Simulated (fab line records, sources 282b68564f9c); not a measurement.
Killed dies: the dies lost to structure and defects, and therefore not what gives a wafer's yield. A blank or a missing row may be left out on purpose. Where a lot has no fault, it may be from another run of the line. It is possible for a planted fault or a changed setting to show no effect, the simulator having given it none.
2 desks looking at one fault | flow rit cmos | what lay behind the numbers comes last; until then each desk has only its own

THE TOOL OWNER'S DESK: litho track-04
The tool's own readings at RIT_CONTACT_COAT_03 (resist thk 1000 nm): means of the sampled wafers that have a number, for each lot that ran on this tool. A lot is out of limits, marked OUT, if its mean lies more than 4 standard deviations from the usual mean; the brackets give that distance.
Columns: A = spin speed rpm at RIT_CONTACT_COAT_03, usual 3249.5 rpm
lot  | first seen here | A
L738 | day 4 02:28     | 3249.2
L743 | day 5 01:33     | 3494.3 (+99 or more) OUT
L748 | day 6 01:45     | 3495.3 (+99 or more) OUT
This desk finds L743, L748 out of limits, L743 being first, at day 5 01:33 (spin speed rpm at RIT_CONTACT_COAT_03). In limits: L738.

FROM THE METROLOGY DESK
What the gauges read, lot by lot, whatever tool the lot ran on: means of the sampled wafers that have a number. A lot is out of limits, marked OUT, if its mean lies more than 4 standard deviations from the usual mean; the brackets give that distance.
Columns: A = PLDD_RS at RIT_SDANNEAL_RS_MEAS_06, usual 176.9 ohm/sq; B = NLDD_RS at RIT_SDANNEAL_RS_MEAS_07, usual 151.5 ohm/sq; C = SILICIDE_TI_RS at RIT_SILICIDE_RS_MEAS_02, usual 47.6 ohm/sq; D = SILICIDE_TI_THK at RIT_SILICIDE_THK_MEAS_03, usual 30.9 nm; E = CONTACT_TEOS_THK at RIT_CONTACT_THK_MEAS_01, usual 403 nm; F = cd nm at RIT_CONTACT_CD_MEAS_08, usual 999.2 nm; G = CONTACT_OVL at RIT_CONTACT_OVL_MEAS_09, usual 0.6 nm
lot  | first seen here | A     | B     | C    | D    | E   | F      | G
L735 | day 3 06:26     | 176.9 | 151.8 | 47.2 | 30.9 | 403 | 999.6  | 3.5
L738 | day 4 01:26     | 177.4 | 150.9 | 47.6 | 31.0 | 399 | 998.4  | 1.7
L743 | day 5 00:31     | 176.3 | 152.3 | 48.9 | 30.1 | 405 | 1004.8 | 2.2
L748 | day 6 00:39     | 176.8 | 150.7 | 47.8 | 30.7 | 405 | 1004.6 | 1.4
L749 | day 6 08:17     | 176.2 | 151.5 | 48.1 | 30.7 | 403 | 1001.8 | -0.5
L753 | day 7 07:34     | 177.5 | 151.8 | 47.5 | 30.9 | 402 | 997.4  | 1.5
Finding of this desk: none of the 6 lots has anything out of limits.

TAKEN TOGETHER
An alarm could have come from the tool owner's desk at day 5 01:33, on L743, L748.
At the metrology desk, nothing out of limits was observed.
The metrology desk holds a record of L743, L748, inside its limits.
Of the lots named, all ran RIT_CONTACT_COAT_03 on litho track-04.

WHAT HAD BEEN PUT IN BY THE SIMULATOR
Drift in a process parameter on litho track-04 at RIT_CONTACT_COAT_03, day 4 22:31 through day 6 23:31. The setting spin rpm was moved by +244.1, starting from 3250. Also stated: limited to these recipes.
Lots struck among those shown: L743, L748.
Each desk's first reading out of limits, in hours after the fault started: the tool owner's desk, 3.
